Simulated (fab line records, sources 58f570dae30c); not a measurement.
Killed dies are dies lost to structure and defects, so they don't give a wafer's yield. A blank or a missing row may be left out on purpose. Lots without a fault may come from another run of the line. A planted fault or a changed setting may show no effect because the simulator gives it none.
A struck lot beside a sound one | flow berkeley_cmos170 | 17 steps out of a route of 331
Sound: wafers L621.1, L621.3, L621.6. Struck: wafer L632.2. The cause comes at the end.
At each step with rows: each side's tool, then ch and its chambers, then its first start. Under that, the readings that differ: sound wafers | struck wafers | difference of the means | sigmas: that difference in standard deviations of wafers without a fault.
alike: readings whose means differ by less than 2 such deviations, and words and numbers that are the same on both sides. not compared: withheld readings, readings that some wafer has no value for, bounds like >300 that may hide the same value, and numbers for which the record gives no deviation and whose values overlap.
The two part at a step that has a row with sigmas, a row that says differs or no value, or rows on one side only. Numbers that don't overlap but have no deviation are shown without sigmas and don't part them. A reading that every wafer of one side lacks parts them only if that side has two wafers or more.

first, 3 steps without rows for these wafers: UCB170_BACKSIDE_HMDS_00 (prime time 60 s); UCB170_BACKSIDE_COAT_01 (resist thk 900 nm); UCB170_BACKSIDE_SOFTBAKE_02 (time 60 s).
UCB170_BACKSIDE_STRIP_03: strips in O2.
  sound on plasma_asher-01 ch 0,1, day 6 09:47; struck on plasma_asher-03 ch 0, day 8 21:52
  reading                      | sound             | struck | difference | sigmas
  strip_time_to_endpoint_s (s) | 22.14 22.23 22.21 | 22.37  | +0.18      | +2
  alike: chamber_pressure_mTorr, drypump_motor_current_A, oes_product_au
  not compared: rf_hours_counter_h
then, 1 step without rows for these wafers: UCB170_BACKSIDE_CLEAN_04 (cleans in SPM, time 600 s).
UCB170_SDANNEAL_RTA_00: time 10 s.
  sound on rtp_anneal-01 ch 0, day 6 10:04; struck on rtp_anneal-01 ch 0, day 8 22:09
  alike: anneal_temp_c_max, lamp_power_pct, wafer_temp_C_max
UCB170_SDANNEAL_RTA_01: time 5 s.
  sound on rtp_anneal-01 ch 0, day 6 10:07; struck on rtp_anneal-01 ch 0, day 8 22:13
  alike: anneal_temp_c_max, lamp_power_pct, wafer_temp_C_max
UCB170_SDANNEAL_RS_MEAS_02: measures by four-point-probe.
  sound on film_metro-02, day 6 10:11; struck on film_metro-03, day 8 22:18
  alike: PSD_RS
UCB170_SDANNEAL_RS_MEAS_03: measures by four-point-probe.
  sound on film_metro-02, day 6 10:18; struck on film_metro-03, day 8 22:25
  alike: NSD_RS
UCB170_SDANNEAL_RS_MEAS_04: measures by four-point-probe.
  sound on film_metro-02, day 6 10:25; struck on film_metro-03, day 8 22:32
  reading          | sound                | struck | difference | sigmas
  PLDD_RS (ohm/sq) | 1033.8 1034.6 1035.1 | 1028.7 | -5.8       | -2
UCB170_SDANNEAL_RS_MEAS_05: measures by four-point-probe.
  sound on film_metro-02, day 6 10:32; struck on film_metro-03, day 8 22:40
  alike: NLDD_RS
then, 1 step without rows for these wafers: UCB170_SILICIDE_PRE_CLEAN_00 (preclean etch time 60 s).
UCB170_SILICIDE_SPUTTER_01: material Ti, target thk 30 nm, time 26.25 s.
  sound on pvd_sputter-03, day 6 10:44; struck on pvd_sputter-03, day 8 22:49
  reading                                     | sound             | struck | difference | sigmas
  model.Ti_of_SILICIDE_SPUTTER_01.thk_nm (nm) | 31.54 31.35 31.41 | 29.9   | -1.5       |
  alike: throttle_valve_pct
UCB170_SILICIDE_RS_MEAS_02: measures by four-point-probe.
  sound on film_metro-02, day 6 10:46; struck on film_metro-02, day 8 23:14
  reading                 | sound          | struck | difference | sigmas
  SILICIDE_TI_RS (ohm/sq) | 24.6 24.8 24.7 | 26.4   | +1.7       | +5
  not compared: hold
UCB170_SILICIDE_THK_MEAS_03: measures by xrf.
  sound on film_metro-02, day 6 10:53; struck on film_metro-02, day 9 00:44
  reading              | sound          | struck | difference | sigmas
  SILICIDE_TI_THK (nm) | 31.6 31.3 31.4 | 30.0   | -1.4       | -4
  not compared: hold
UCB170_SILICIDE_RTA_04: time 15 s.
  sound on rtp_anneal-02 ch 0, day 6 10:56; struck on rtp_anneal-02 ch 0, day 9 03:32
  reading           | sound             | struck                   | difference                   | sigmas
  hold              | - - -             | await_dispo/2.7h/release | no value on the sound wafers |
  anneal_temp_c_max | 652.8 653.3 653.4 | 654.8                    | +1.6                         | +2
  alike: lamp_power_pct, wafer_temp_C_max
UCB170_M3_PROBE_99:
  the record has rows for the struck wafers here (prober-01, day 10 00:26) and none for the sound ones

WHERE THEY PART
First at UCB170_BACKSIDE_STRIP_03; last, within this record, at UCB170_M3_PROBE_99.

WHY: what the simulator had put in
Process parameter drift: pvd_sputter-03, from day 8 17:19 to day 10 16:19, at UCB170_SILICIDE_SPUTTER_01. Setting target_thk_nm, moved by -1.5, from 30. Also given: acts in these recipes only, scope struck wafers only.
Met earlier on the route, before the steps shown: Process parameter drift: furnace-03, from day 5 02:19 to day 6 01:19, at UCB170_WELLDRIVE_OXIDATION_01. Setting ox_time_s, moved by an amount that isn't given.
